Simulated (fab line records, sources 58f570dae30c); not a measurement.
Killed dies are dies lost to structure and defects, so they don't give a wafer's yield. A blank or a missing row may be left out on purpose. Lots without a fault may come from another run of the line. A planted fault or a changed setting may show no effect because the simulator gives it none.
Which tool did it? | flow berkeley_cmos170 | 16 lots, 48 wafers sampled, at 5 steps of a route of 331

WHAT THE GAUGES READ, wafer by wafer
UCB170_START_BOW_MEAS_00. Usual: INCOMING_BOW -1 um, standard deviation 6.2.
lot  | measured    | on            | INCOMING_BOW (um) | flag
L312 | day 1 10:00 | film_metro-02 | 12 -5 2           |
L313 | day 1 15:01 | film_metro-04 | 4 -8 5            |
L314 | day 1 20:01 | film_metro-04 | -7 -2 -7          |
L315 | day 2 01:01 | film_metro-04 | 3 4 -7            |
L316 | day 2 06:00 | film_metro-01 | -6 -4 -4          |
L317 | day 2 11:01 | film_metro-04 | 3 -3 5            |
L318 | day 2 16:01 | film_metro-04 | -1 -6 -1          |
L319 | day 2 21:02 | film_metro-01 | 7 3 -2            |
L320 | day 3 02:02 | film_metro-04 | 8 2 7             |
L321 | day 3 07:00 | film_metro-01 | -10 2 4           |
L322 | day 3 12:00 | film_metro-02 | -9 0 -7           |
L323 | day 3 17:01 | film_metro-04 | -6 -4 -7          |
L324 | day 3 22:00 | film_metro-04 | -9 1 2            |
L325 | day 4 03:05 | film_metro-02 | 4 -2 5            |
L326 | day 4 08:05 | film_metro-01 | -6 6 13           |
L335 | day 6 05:00 | film_metro-01 | 2 1 4             |

UCB170_ACTIVE_THK_MEAS_03. Usual: ACTIVE_OXIDE_THK 26.2 nm, standard deviation 0.37.
lot  | measured    | on            | ACTIVE_OXIDE_THK (nm) | flag
L312 | day 3 19:46 | film_metro-02 | 25.9 25.4 26.5        |
L313 | day 4 09:50 | film_metro-04 | 26.8 27.0 26.6        |
L314 | day 5 03:17 | film_metro-01 | 26.6 26.3 26.4        |
L315 | day 5 03:17 | film_metro-02 | 26.1 26.1 25.9        |
L316 | day 5 03:16 | film_metro-04 | 26.1 26.2 26.2        |
L317 | day 5 15:17 | film_metro-04 | 26.6 26.7 26.3        |
L318 | day 5 15:17 | film_metro-02 | 26.4 25.8 27.0        |
L319 | day 5 15:17 | film_metro-01 | 26.5 26.6 26.6        |
L320 | day 6 08:07 | film_metro-04 | 25.8 25.9 25.8        |
L321 | day 6 08:05 | film_metro-01 | 25.9 25.9 26.1        |
L322 | day 6 18:11 | film_metro-02 | 26.3 26.5 25.8        |
L323 | day 7 04:48 | film_metro-02 | 25.8 26.1 25.9        |
L324 | day 7 04:47 | film_metro-01 | 26.1 26.4 26.0        |
L325 | day 7 04:47 | film_metro-04 | 26.6 26.4 26.5        |
L326 | day 7 23:25 | film_metro-04 | 26.5 26.5 26.5        |
L335 | day 9 18:19 | film_metro-01 | 26.9 26.9 26.9        |

UCB170_GATE_THK_MEAS_05. Usual: GATE_POLY_THK 214.4 nm, standard deviation 2.
lot  | measured     | on            | GATE_POLY_THK (nm) | flag
L312 | day 6 14:07  | film_metro-04 | 215.9 214.9 214.4  |
L313 | day 7 02:35  | film_metro-03 | 214.2 214.2 215.6  |
L314 | day 8 08:14  | film_metro-04 | 211.8 211.7 211.0  |
L315 | day 8 08:14  | film_metro-01 | 213.5 211.4 211.8  |
L316 | day 8 08:14  | film_metro-03 | 217.0 217.4 216.9  |
L317 | day 8 17:44  | film_metro-04 | 213.0 212.8 213.4  |
L318 | day 8 17:37  | film_metro-01 | 214.9 214.0 214.6  |
L319 | day 8 17:41  | film_metro-01 | 213.3 215.6 214.9  |
L320 | day 9 06:54  | film_metro-03 | 213.3 214.9 213.0  |
L321 | day 9 06:53  | film_metro-01 | 215.0 215.1 213.3  |
L322 | day 9 18:02  | film_metro-03 | 106.6 108.2 105.9  | OFF
L323 | day 9 18:04  | film_metro-04 | 109.9 109.1 110.5  | OFF
L324 | day 9 18:06  | film_metro-03 | 108.8 109.8 110.3  | OFF
L325 | day 9 18:03  | film_metro-01 | 108.8 109.1 109.3  | OFF
L326 | day 10 19:00 | film_metro-04 | 215.1 215.5 217.5  |
L335 | day 12 19:55 | film_metro-01 | 214.3 214.5 217.3  |

WHICH TOOL RAN EACH LOT (tool, then ch and the chambers of the sampled wafers, then the start)
lot  | UCB170_ACTIVE_STRIP_16               | UCB170_GATE_CVD_04
L312 | plasma_asher-03 ch 0,1, day 4 06:59  | lpcvd-01 ch 0, day 6 12:40
L313 | plasma_asher-01 ch 0,1, day 4 20:02  | lpcvd-02 ch 0, day 7 01:10
L314 | plasma_asher-01 ch 0,1, day 5 13:12  | lpcvd-02 ch 0, day 8 06:08
L315 | plasma_asher-01 ch 0,1, day 5 13:39  | lpcvd-02 ch 0, day 8 06:08
L316 | plasma_asher-02 ch 0,1, day 5 13:29  | lpcvd-02 ch 0, day 8 06:08
L317 | plasma_asher-02 ch 1, day 6 00:44    | lpcvd-02 ch 0, day 8 16:13
L318 | plasma_asher-01 ch 0,1, day 6 00:28  | lpcvd-02 ch 0, day 8 16:13
L319 | plasma_asher-03 ch 0,1, day 6 00:19  | lpcvd-02 ch 0, day 8 16:13
L320 | plasma_asher-03 ch 0,1, day 6 18:23  | lpcvd-01 ch 0, day 9 05:29
L321 | plasma_asher-02 ch 0,1, day 6 18:54  | lpcvd-01 ch 0, day 9 05:29
L322 | plasma_asher-01 ch 0,1, day 7 03:05  | lpcvd-01 ch 0, day 9 16:38
L323 | plasma_asher-01 ch 0,1, day 7 15:58  | lpcvd-01 ch 0, day 9 16:38
L324 | plasma_asher-03 ch 0,1, day 7 15:20  | lpcvd-01 ch 0, day 9 16:38
L325 | plasma_asher-02 ch 0,1, day 7 15:37  | lpcvd-01 ch 1, day 9 16:38
L326 | plasma_asher-02 ch 0,1, day 8 12:16  | lpcvd-02 ch 0, day 10 17:35
L335 | plasma_asher-01 ch 0,1, day 10 04:08 | lpcvd-01 ch 0, day 12 18:31
- UCB170_ACTIVE_STRIP_16: strips in O2.
- UCB170_GATE_CVD_04: deposits poly-Si from SiH4, time 1440 s, target thk 214 nm.

WHAT THE TOOLS THEMSELVES READ (means of the sampled wafers that have a number; where no wafer has one, the mark that the record gives instead)
UCB170_ACTIVE_STRIP_16. Usual: drypump_motor_current_A 6.15 A, standard deviation 0.28; o2_flow_sccm 400.1 sccm, standard deviation 1.2; oes_product_au 0.721 a.u., standard deviation 0.0049; strip_time_to_endpoint_s 18.06 s, standard deviation 0.071.
lot  | tool            | drypump_motor_current_A (A) | o2_flow_sccm (sccm) | oes_product_au (a.u.) | strip_time_to_endpoint_s (s) | flag
L312 | plasma_asher-03 | 6.12                        | 401.0               | 0.723                 | 18.12                        |
L313 | plasma_asher-01 | 6.28                        | 401.0               | 0.715                 | 18.02                        |
L314 | plasma_asher-01 | 6.24                        | 399.4               | 0.716                 | 18.12                        |
L315 | plasma_asher-01 | 6.25                        | 401.2               | 0.720                 | 18.02                        |
L316 | plasma_asher-02 | 5.86                        | 400.2               | 0.719                 | 18.10                        |
L317 | plasma_asher-02 | 5.69                        | 399.6               | 0.714                 | 18.06                        |
L318 | plasma_asher-01 | 6.26                        | 400.3               | 0.725                 | 18.20                        |
L319 | plasma_asher-03 | 6.09                        | 400.4               | 0.719                 | 18.04                        |
L320 | plasma_asher-03 | 6.10                        | 398.8               | 0.723                 | 18.00                        |
L321 | plasma_asher-02 | 6.04                        | 400.9               | 0.720                 | 18.02                        |
L322 | plasma_asher-01 | 6.27                        | 401.2               | 0.716                 | 18.05                        |
L323 | plasma_asher-01 | 6.26                        | 400.4               | 0.718                 | 18.04                        |
L324 | plasma_asher-03 | 6.11                        | 400.0               | 0.718                 | 18.06                        |
L325 | plasma_asher-02 | 5.85                        | 400.2               | 0.728                 | 18.14                        |
L326 | plasma_asher-02 | 6.05                        | 399.1               | 0.723                 | 18.06                        |
L335 | plasma_asher-01 | 6.27                        | 399.8               | 0.719                 | 18.16                        |

UCB170_GATE_CVD_04. Usual: sih4_flow_sccm 120.1 sccm, standard deviation 0.42; spike_tc_load_C 634.2 C, standard deviation 1.2; zone_power_load_pct 13.1 %, standard deviation 1.2.
lot  | tool     | sih4_flow_sccm (sccm) | spike_tc_load_C (C) | zone_power_load_pct (%) | flag
L312 | lpcvd-01 | 120.1                 | 634.0               | 12.1                    |
L313 | lpcvd-02 | 120.1                 | 632.6               | 14.6                    |
L314 | lpcvd-02 | 120.1                 | 633.4               | 14.3                    |
L315 | lpcvd-02 | 120.0                 | 633.2               | 14.6                    |
L316 | lpcvd-02 | 120.2                 | 633.9               | 14.6                    |
L317 | lpcvd-02 | 119.4                 | 633.4               | 14.6                    |
L318 | lpcvd-02 | 119.7                 | 633.5               | 14.5                    |
L319 | lpcvd-02 | 120.5                 | 633.1               | 14.5                    |
L320 | lpcvd-01 | 120.2                 | 634.1               | 12.1                    |
L321 | lpcvd-01 | 120.1                 | 634.3               | 12.1                    |
L322 | lpcvd-01 | 59.8                  | 634.2               | 12.0                    | OFF
L323 | lpcvd-01 | 59.9                  | 634.8               | 12.0                    | OFF
L324 | lpcvd-01 | 59.8                  | 634.8               | 12.2                    | OFF
L325 | lpcvd-01 | 60.2                  | 634.8               | 12.4                    | OFF
L326 | lpcvd-02 | 120.2                 | 632.7               | 14.6                    |
L335 | lpcvd-01 | 119.3                 | 634.7               | 12.1                    |

THE ANSWER, worked out from the rows above alone
Rule: a lot is off if the mean of its wafers that have a number lies more than 3 standard deviations from the usual mean. A lot without any number at a reading at which 4 lots or more have one is off too. The other lots that the step has rows for count as sound. The gauges are gone through in route order, then the tools' own readings, and for those a lot's mean is taken as printed above. The first step at which some lot is off is used, and at that step the reading that is off furthest; a lot without a number counts as furthest.
Off: L322, L323, L324, L325, at UCB170_GATE_THK_MEAS_05 (GATE_POLY_THK).
A tool fits if, at a process step before that reading, it ran every lot that is off, and no sound lot after the first of them. The gauges at UCB170_GATE_THK_MEAS_05 aren't tried: what is off there is off at UCB170_GATE_CVD_04 too, on other tools, and a gauge's error can't cause that. None of those tried fits.

WHAT THE SIMULATOR HAD PUT IN
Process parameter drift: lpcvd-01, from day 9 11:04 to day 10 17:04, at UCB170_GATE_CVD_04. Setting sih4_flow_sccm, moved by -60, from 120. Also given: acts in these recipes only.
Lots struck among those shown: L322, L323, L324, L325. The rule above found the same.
